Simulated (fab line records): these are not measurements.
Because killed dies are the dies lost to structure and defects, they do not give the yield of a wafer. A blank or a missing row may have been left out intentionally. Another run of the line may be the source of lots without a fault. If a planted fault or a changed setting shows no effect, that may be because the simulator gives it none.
One fault through the eyes of 2 desks	flow berkeley-cmos170	each desk has only its own numbers; what lay behind them comes last

== AT THE TOOL OWNER'S DESK: rie-si-01 ==
The tool's own readings at UCB170_GATE_ETCH_15 (etches poly-Si in HBr/Cl2, stops on SiO2, time 56.3 s, target depth 278.2 nm): means of the sampled wafers that have a number, for each lot that ran on this tool. If a lot's mean is further than 4 standard deviations from the usual mean, the lot is out of limits and carries the mark OUT (the distance appears in the brackets).
Columns: A = bias-w at UCB170_GATE_ETCH_15, usual 150.0 W; B = drypump-motor-current-A at UCB170_GATE_ETCH_15, usual 5.8 A; C = oes-product-au at UCB170_GATE_ETCH_15, usual 0.828 a.u.; D = throttle-valve-pct at UCB170_GATE_ETCH_15, usual 26.57 %
lot	first seen here	A	B	C	D
L525	day 10 11:26	232.3 (+99 or more) OUT	5.9	0.827	26.74
L528	day 11 06:57	233.0 (+99 or more) OUT	5.9	0.818	26.51
L540	day 13 16:14	150.7	5.8	0.820	26.45
Finding of this desk: L525, L528 out of limits; the first was L525 at day 10 11:26, on bias-w at UCB170_GATE_ETCH_15. L540 stayed within limits.

== THE METROLOGY DESK ==
What the gauges read for every lot (on any tool): the sampled wafers with a number, averaged. If a lot's mean is further than 4 standard deviations from the usual mean, the lot is out of limits and carries the mark OUT (the distance appears in the brackets).
Columns: A = GATE_POLY_THK at UCB170_GATE_THK_MEAS_05, usual 214.2 nm; B = cd-nm at UCB170_GATE_CD_MEAS_12, usual 350.3 nm; C = GATE_OVL at UCB170_GATE_OVL_MEAS_13, usual 1 nm
lot	first seen here	A	B	C
L518	day 7 22:40	218.1	348.5	-1
L525	day 10 09:34	215.2	351.2	-2
L528	day 11 05:23	214.0	350.4	2
L533	day 11 19:16	212.6	351.9	3
L538	day 13 09:05	212.8	347.9	3
L540	day 13 14:26	214.6	350.6	3
Result from this desk: across the 6 lots, nothing is out of limits.

== BROUGHT TOGETHER ==
The tool owner's desk had the chance to raise an alarm at day 10 11:26 on L525, L528.
At the metrology desk, nothing out of limits was observed.
The metrology desk has L525, L528 on record, within its limits.
UCB170_GATE_ETCH_15 was run on rie-si-01 by each of the lots named.

== WHAT THE SIMULATOR HAD INSERTED ==
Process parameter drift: rie-si-01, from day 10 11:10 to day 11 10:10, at UCB170_GATE_ETCH_15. Setting bias-w shifted by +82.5 from 150.
Shown lots that were struck: L525, L528.
Delay in hours, fault start to first out-of-limits reading, by desk: the tool owner's desk at 0.
